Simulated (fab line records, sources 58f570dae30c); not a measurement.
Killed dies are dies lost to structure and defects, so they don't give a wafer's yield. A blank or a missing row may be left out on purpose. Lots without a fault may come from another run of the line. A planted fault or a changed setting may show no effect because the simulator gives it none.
Split-lot experiment | flow berkeley_cmos170 | 5 lots, 23 wafers read, on a route of 331 steps

THE SPLIT
At UCB170_CONTACT_PEB_13, the setting peb_temp_c was moved away from the recipe's 130 C on 9 of the 23 wafers read, by -0.9% to +2.5%. The other wafers ran this setting at the recipe's value.

FROM THE SPLIT TO THE READING: what the file shows between them, 5 steps
- UCB170_CONTACT_DEVELOP_14: develop time 45 s
- UCB170_CONTACT_CD_MEAS_15: target cd 700 nm
- UCB170_CONTACT_ETCH_17: etches BARC in N2/H2
- UCB170_CONTACT_ETCH_18: etches PSG in CHF3/CF4/Ar, stops on TiSi2, target depth 840 nm, time 195 s
- UCB170_CONTACT_STRIP_19: strips in O2

THE READING
cd_nm, in nm, at UCB170_CONTACT_CD_MEAS_90 (target cd 700 nm). Fault-free wafers of this fab line usually give 700.0 nm, standard deviation 2.1 nm.

wafer  | tool, chamber at the split | peb_temp_c as run, C | against the recipe | cd_nm, nm | against lot-mates on the recipe
L075.1 | litho_track-03, 0          | 130                  | recipe             | 700.5     | -
L075.2 | litho_track-03, 0          | 133.3                | +2.5%              | 717.6     | +18.0
L075.3 | litho_track-03, 0          | 130                  | recipe             | 698.8     | -
L075.5 | litho_track-03, 0          | 133.3                | +2.5%              | 717.0     | +17.4
L075.6 | litho_track-03, 0          | 133.3                | +2.5%              | 721.6     | +22.0
L076.1 | litho_track-03, 0          | 130                  | recipe             | 699.4     | -
L076.3 | litho_track-03, 0          | 130                  | recipe             | 701.9     | -
L076.6 | litho_track-03, 0          | 130                  | recipe             | 701.0     | -
L077.1 | litho_track-01, 0          | 132.2                | +1.7%              | 714.8     | +14.8
L077.2 | litho_track-01, 0          | 130                  | recipe             | 700.5     | -
L077.3 | litho_track-01, 0          | 132.2                | +1.7%              | 714.7     | +14.7
L077.4 | litho_track-01, 0          | 130                  | recipe             | 699.5     | -
L077.6 | litho_track-01, 0          | 132.2                | +1.7%              | 715.8     | +15.8
L080.1 | litho_track-01, 0          | 128.8                | -0.9%              | 692.0     | -10.0
L080.2 | litho_track-01, 0          | 128.8                | -0.9%              | 691.3     | -10.7
L080.3 | litho_track-01, 0          | 130                  | recipe             | 701.8     | -
L080.4 | litho_track-01, 0          | 128.8                | -0.9%              | 694.0     | -8.0
L080.5 | litho_track-01, 0          | 130                  | recipe             | 702.1     | -
L084.2 | litho_track-03, 0          | 130                  | recipe             | 700.6     | -
L084.3 | litho_track-03, 0          | 130                  | recipe             | 703.5     | -
L084.4 | litho_track-03, 0          | 130                  | recipe             | 701.2     | -
L084.5 | litho_track-03, 0          | 130                  | recipe             | 700.6     | -
L084.6 | litho_track-03, 0          | 130                  | recipe             | 703.2     | -

THE FIT
A straight line over all 23 wafers: cd_nm changes by +7.63 nm for each +1% of peb_temp_c; r = +0.98; the points scatter about the line by 1.7 nm.
The same after taking each lot's own level away (the mean of its wafers on the recipe; 23 wafers): +8.26 nm for each +1%; r = +0.99; scatter 1.6 nm.
On that fit, the largest move of peb_temp_c shifts the reading by 21 nm.
The lots' own levels span 699.65 to 701.95 nm, that is 1.1 times the standard deviation above.
So the lot-to-lot level changes the slope little: the two slopes agree.
Check: with one of the wafers moved furthest among these (+2.5%) left out of the fit, the line predicts +21.3 nm for it against its lot-mates. It came out at +18 nm against them.

OTHER SPLITS ON THESE WAFERS
These wafers also went through other splits before the reading. Each is held against what the fit with the lots' levels taken away leaves over:
other split on the same wafers     | wafers away from the commonest value | r with cd_nm (lot level and that fit taken away)
UCB170_SILICIDE_SPUTTER_01 power_w | 6                                    | +0.12

THE WHOLE CHAIN: every reading that the file lists as answering this split, in the file's order
step                      | what it does                                                               | reading                                                        | change (the file's fit)              | r (the file's)
UCB170_CONTACT_CD_MEAS_15 | target cd 700 nm                                                           | cd_nm                                                          | +8.13 nm for each +1% of the setting | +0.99
UCB170_CONTACT_ETCH_17    | etches BARC in N2/H2                                                       | CONTACT.cd_nm (the simulator's own value, which no gauge read) | +8.13 nm for each +1% of the setting | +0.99
UCB170_CONTACT_ETCH_18    | etches PSG in CHF3/CF4/Ar, stops on TiSi2, target depth 840 nm, time 195 s | CONTACT.cd_nm (the simulator's own value, which no gauge read) | +8.2 nm for each +1% of the setting  | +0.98
UCB170_CONTACT_CD_MEAS_90 | target cd 700 nm                                                           | cd_nm                                                          | +8.14 nm for each +1% of the setting | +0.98

THE FILE'S OWN FIT
cd_nm changes by +8.14 nm for each +1% of peb_temp_c, r = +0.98.
